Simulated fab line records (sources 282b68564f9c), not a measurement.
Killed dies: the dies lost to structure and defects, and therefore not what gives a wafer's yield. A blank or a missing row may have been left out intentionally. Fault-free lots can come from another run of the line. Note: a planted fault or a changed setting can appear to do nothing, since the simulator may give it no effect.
Which tool was responsible? | flow ritCmos | Sampling: 7 lots, 21 wafers, 2 of 202 route steps

== WHAT THE GAUGES READ, wafer by wafer ==
RIT_PLDD_TW_MEAS_10.
lot  | measured    | on           | PLDD_TW
L330 | day 3 07:01 | filmMetro-01 | 2356 2355 2351
L335 | day 4 13:13 | filmMetro-02 | 2358 2331 2359
L340 | day 5 11:17 | filmMetro-01 | 2346 2326 2341
L343 | day 6 04:25 | filmMetro-03 | 2366 2364 2371
L347 | day 6 23:36 | filmMetro-01 | 2345 2344 2337
L349 | day 7 08:52 | filmMetro-03 | 30 30 30
L351 | day 7 20:02 | filmMetro-02 | 2341 2344 2340

== WHAT TOOL EACH LOT RAN ON (gives the tool, then ch and the chambers of the sampled wafers, and finally the start) ==
lot  | RIT_NLDD_STRIP_09
L330 | plasmaAsher-04 ch 0,1, day 3 05:17
L335 | plasmaAsher-04 ch 0,1, day 4 11:37
L340 | plasmaAsher-02 ch 0,1, day 5 09:41
L343 | plasmaAsher-03 ch 0,1, day 6 02:49
L347 | plasmaAsher-03 ch 0,1, day 6 21:54
L349 | plasmaAsher-02 ch 0,1, day 7 07:16
L351 | plasmaAsher-04 ch 0,1, day 7 18:19
- RIT_NLDD_STRIP_09: strips in O2, time 180 s.

== THE ANSWER, worked out from the rows above alone ==
Rule: what is usual is taken from the lots themselves. Put in order of their means at a reading, lots are off if they are a third of the lots or fewer, leave a main group of 4 or more, and stand apart from it by a gap of 3 or more times the standard deviation of the main group's means; of several such gaps the widest counts. If all means in a main group match to the digits the tables above print for the reading, that group is not used. A lot without any number at a reading at which 4 lots or more have one is off too. The other lots that the step has rows for count as sound.
Off: L349, seen at RIT_PLDD_TW_MEAS_10 (PLDD_TW). The main group has a mean of 2349 with a standard deviation of 9.8.
A tool fits if, at a process step before that reading, it ran every lot that is off, and no sound lot after the first of them. The gauges at RIT_PLDD_TW_MEAS_10 are tried like those tools. This does not decide it: 2 tools fit, namely plasmaAsher-02 at RIT_NLDD_STRIP_09 and filmMetro-03 at RIT_PLDD_TW_MEAS_10.

== WHAT HAD BEEN PUT IN BY THE SIMULATOR ==
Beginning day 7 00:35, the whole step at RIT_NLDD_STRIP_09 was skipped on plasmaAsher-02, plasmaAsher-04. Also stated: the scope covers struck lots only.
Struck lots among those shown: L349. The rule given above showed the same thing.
